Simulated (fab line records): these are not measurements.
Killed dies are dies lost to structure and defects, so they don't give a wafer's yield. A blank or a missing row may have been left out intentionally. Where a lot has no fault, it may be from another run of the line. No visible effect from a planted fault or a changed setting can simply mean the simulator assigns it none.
8D (eight disciplines) problem report, filled in by code -- flow rit cmos -- the parts of the form that need people (team, actions taken, sign-off) are left out

## 1. WHAT IS WRONG
Mean NLDD_TW at RIT_NLDD_TW_MEAS_10: 2249 over 9 wafers in 3 lots; fault-free wafers: 2488, standard deviation 21. Measured from the usual mean, that is -11 standard deviations.
Seen first at day 4 10:20 on film metro-01, wafer L799.3. The record has a number at this step for 33 wafers belonging to 11 lots. By rule, "out" or "out of limits" means more than 4 standard deviations away from the usual mean. Any other wafer with a number is counted as sound.

## 2. WHAT THIS IS AND IS NOT
question,is,is not
which readings at this step,NLDD_TW,-
which lots,"L799, L800, L802","L791, L792, L793, L794, L809, L811, L812, L814"
which wafers of those lots,all that have a number,-
read on which gauges,"film metro-01, film metro-02",film metro-03
when,from day 4 10:20,"up to then (12 sound wafers); but 12 sound wafers of L809, L811, L812, L814 came after"

## 3. THE SUSPECTS, EACH WITH WHAT RULES IT OUT
Counting: any tool at a process step up to the reading is kept as a suspect provided that every lot that is out went through it and no sound lot did after the first of them.
- the gauge at RIT_NLDD_TW_MEAS_10: ruled out. The wafers that are out were read on 2 gauges (film metro-01, film metro-02).
- implanter-02 at RIT_NLDD_IMPLANT_08: kept. It ran every lot that is out, first L799 (day 4 10:02), and no sound lot after that. Out on those wafers are its own readings of beam energy keV.
After counting, what remains is implanter-02 at RIT_NLDD_IMPLANT_08.

## 4. THE CAUSE (what the simulator had put in)
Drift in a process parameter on implanter-02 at RIT_NLDD_IMPLANT_08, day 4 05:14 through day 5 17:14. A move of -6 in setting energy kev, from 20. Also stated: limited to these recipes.
This tool alone remained once counting was done.

## 5. THE EFFECT CHAIN, in route order
Each row: a reading where the mean over the struck wafers with a number is more than 3 standard deviations away from the usual. Scope: only readings with a usual standard deviation given in the record; hours: median across lots of the time from each lot's start at the first step in this table that gives one to its start at this step; sigmas: change in usual standard deviations.
hours,step,reading,usual,on struck wafers,change,sigmas
0,RIT_NLDD_IMPLANT_08,beam energy keV,20.001,14.000,-6.001,-99 or more
0,RIT_NLDD_TW_MEAS_10,NLDD_TW,2488,2249,-239,-11
8,RIT_SDANNEAL_RS_MEAS_07,NLDD_RS,151.4 ohm/sq,157.3,+5.9,+11
Process steps it contains:
- RIT_NLDD_IMPLANT_08

## 6. WHAT WOULD HAVE CAUGHT IT SOONER
In this record the first reading out of limits at a measuring or inspecting step was taken at day 4 10:20, 5 hours after the fault began at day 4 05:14.
Tool's own readings at RIT_NLDD_IMPLANT_08, beam energy keV: out on all struck wafers the step has rows for; an alarm limit on them would have tripped on the first.
Of the lots that are out (3), L800, L802 began RIT_NLDD_IMPLANT_08 on implanter-02 after day 4 10:20. A hold on the tool at that time would have spared those 2.
